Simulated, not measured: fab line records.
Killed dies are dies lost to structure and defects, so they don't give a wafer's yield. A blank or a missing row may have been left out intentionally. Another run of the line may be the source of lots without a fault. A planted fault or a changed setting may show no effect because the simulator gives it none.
Split-lot study || flow berkeley cmos170 || 23 wafers read across 5 lots, on a route 331 steps long

## SPLIT DETAILS
At UCB170_ACTIVE_CVD_05 (deposits Si3N4 from SiH2Cl2/NH3, target thk 220 nm, time 3300 s), the setting time s was moved away from the recipe's 3300 s on 20 of the 23 wafers read, by -13.9% to +14.5%. For the rest of the wafers, this setting stayed at what the recipe calls for.

Split to reading: the file shows no intervening step.

## THE READING
ACTIVE_NITRIDE_THK in nanometres, read at UCB170_ACTIVE_THK_MEAS_06. Fault-free wafers of this fab line usually give 219.9 nm, standard deviation 2.4 nm.

{"wafer": "L074.1", "tool, chamber at the split": "-, -", "time s as run, s": 3779, "against the recipe": "+14.5%", "ACTIVE_NITRIDE_THK, nm": 252.1, "against lot-mates on the recipe": "no lot-mate on the recipe"}
{"wafer": "L074.2", "tool, chamber at the split": "-, -", "time s as run, s": 3779, "against the recipe": "+14.5%", "ACTIVE_NITRIDE_THK, nm": 249.8, "against lot-mates on the recipe": "no lot-mate on the recipe"}
{"wafer": "L074.3", "tool, chamber at the split": "-, -", "time s as run, s": 3779, "against the recipe": "+14.5%", "ACTIVE_NITRIDE_THK, nm": 251.8, "against lot-mates on the recipe": "no lot-mate on the recipe"}
{"wafer": "L074.4", "tool, chamber at the split": "-, -", "time s as run, s": 3779, "against the recipe": "+14.5%", "ACTIVE_NITRIDE_THK, nm": 250.8, "against lot-mates on the recipe": "no lot-mate on the recipe"}
{"wafer": "L074.6", "tool, chamber at the split": "-, -", "time s as run, s": 3779, "against the recipe": "+14.5%", "ACTIVE_NITRIDE_THK, nm": 249.6, "against lot-mates on the recipe": "no lot-mate on the recipe"}
{"wafer": "L079.1", "tool, chamber at the split": "-, -", "time s as run, s": 2957, "against the recipe": "-10.4%", "ACTIVE_NITRIDE_THK, nm": 196.4, "against lot-mates on the recipe": "no lot-mate on the recipe"}
{"wafer": "L079.2", "tool, chamber at the split": "-, -", "time s as run, s": 2957, "against the recipe": "-10.4%", "ACTIVE_NITRIDE_THK, nm": 197.0, "against lot-mates on the recipe": "no lot-mate on the recipe"}
{"wafer": "L079.3", "tool, chamber at the split": "-, -", "time s as run, s": 2957, "against the recipe": "-10.4%", "ACTIVE_NITRIDE_THK, nm": 196.5, "against lot-mates on the recipe": "no lot-mate on the recipe"}
{"wafer": "L079.5", "tool, chamber at the split": "-, -", "time s as run, s": 2957, "against the recipe": "-10.4%", "ACTIVE_NITRIDE_THK, nm": 198.1, "against lot-mates on the recipe": "no lot-mate on the recipe"}
{"wafer": "L079.6", "tool, chamber at the split": "-, -", "time s as run, s": 2957, "against the recipe": "-10.4%", "ACTIVE_NITRIDE_THK, nm": 196.3, "against lot-mates on the recipe": "no lot-mate on the recipe"}
{"wafer": "L081.1", "tool, chamber at the split": "-, -", "time s as run, s": 2840, "against the recipe": "-13.9%", "ACTIVE_NITRIDE_THK, nm": 188.8, "against lot-mates on the recipe": "no lot-mate on the recipe"}
{"wafer": "L081.2", "tool, chamber at the split": "-, -", "time s as run, s": 2840, "against the recipe": "-13.9%", "ACTIVE_NITRIDE_THK, nm": 188.9, "against lot-mates on the recipe": "no lot-mate on the recipe"}
{"wafer": "L081.3", "tool, chamber at the split": "-, -", "time s as run, s": 2840, "against the recipe": "-13.9%", "ACTIVE_NITRIDE_THK, nm": 189.7, "against lot-mates on the recipe": "no lot-mate on the recipe"}
{"wafer": "L081.5", "tool, chamber at the split": "-, -", "time s as run, s": 2840, "against the recipe": "-13.9%", "ACTIVE_NITRIDE_THK, nm": 190.9, "against lot-mates on the recipe": "no lot-mate on the recipe"}
{"wafer": "L081.6", "tool, chamber at the split": "-, -", "time s as run, s": 2840, "against the recipe": "-13.9%", "ACTIVE_NITRIDE_THK, nm": 188.8, "against lot-mates on the recipe": "no lot-mate on the recipe"}
{"wafer": "L083.2", "tool, chamber at the split": "-, -", "time s as run, s": 3511, "against the recipe": "+6.4%", "ACTIVE_NITRIDE_THK, nm": 230.0, "against lot-mates on the recipe": "no lot-mate on the recipe"}
{"wafer": "L083.3", "tool, chamber at the split": "-, -", "time s as run, s": 3511, "against the recipe": "+6.4%", "ACTIVE_NITRIDE_THK, nm": 231.4, "against lot-mates on the recipe": "no lot-mate on the recipe"}
{"wafer": "L083.4", "tool, chamber at the split": "-, -", "time s as run, s": 3511, "against the recipe": "+6.4%", "ACTIVE_NITRIDE_THK, nm": 231.6, "against lot-mates on the recipe": "no lot-mate on the recipe"}
{"wafer": "L083.5", "tool, chamber at the split": "-, -", "time s as run, s": 3511, "against the recipe": "+6.4%", "ACTIVE_NITRIDE_THK, nm": 231.4, "against lot-mates on the recipe": "no lot-mate on the recipe"}
{"wafer": "L083.6", "tool, chamber at the split": "-, -", "time s as run, s": 3511, "against the recipe": "+6.4%", "ACTIVE_NITRIDE_THK, nm": 231.2, "against lot-mates on the recipe": "no lot-mate on the recipe"}
{"wafer": "L085.4", "tool, chamber at the split": "lpcvd-02, 1", "time s as run, s": 3300, "against the recipe": "recipe", "ACTIVE_NITRIDE_THK, nm": 220.8, "against lot-mates on the recipe": "-"}
{"wafer": "L085.5", "tool, chamber at the split": "lpcvd-02, 1", "time s as run, s": 3300, "against the recipe": "recipe", "ACTIVE_NITRIDE_THK, nm": 218.4, "against lot-mates on the recipe": "-"}
{"wafer": "L085.6", "tool, chamber at the split": "lpcvd-02, 1", "time s as run, s": 3300, "against the recipe": "recipe", "ACTIVE_NITRIDE_THK, nm": 220.1, "against lot-mates on the recipe": "-"}

FIT RESULTS
A straight line over all 23 wafers: ACTIVE_NITRIDE_THK changes by +2.13 nm for each +1% of time s; r = +1.00; the points scatter about the line by 1.2 nm.
Too few moved wafers with a lot-mate on the recipe to fit a line net of each lot's own level.

## THE WHOLE CHAIN: every reading that the file lists as answering this split, in the file's order
{"step": "UCB170_ACTIVE_CVD_05", "what it does": "deposits Si3N4 from SiH2Cl2/NH3, target thk 220 nm, time 3300 s", "reading": "Si3N4_of_ACTIVE_CVD_05.thk nm (the simulator's own value, which no gauge read)", "change (the file's fit)": "+2.13 nm for each +1% of the setting", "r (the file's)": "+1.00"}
{"step": "UCB170_ACTIVE_THK_MEAS_06", "what it does": "", "reading": "ACTIVE_NITRIDE_THK", "change (the file's fit)": "+2.13 for each +1% of the setting", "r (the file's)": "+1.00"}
{"step": "UCB170_ACTIVE_ETCH_15", "what it does": "etches Si3N4 in CH3F/Ar/O2, stops on SiO2, target depth 242 nm, time 151 s", "reading": "etch.depth nm (the simulator's own value, which no gauge read)", "change (the file's fit)": "+1.9 nm for each +1% of the setting", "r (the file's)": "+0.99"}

## FILE'S OWN FIT
ACTIVE_NITRIDE_THK changes by +2.13 nm for each +1% of time s, r = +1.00.
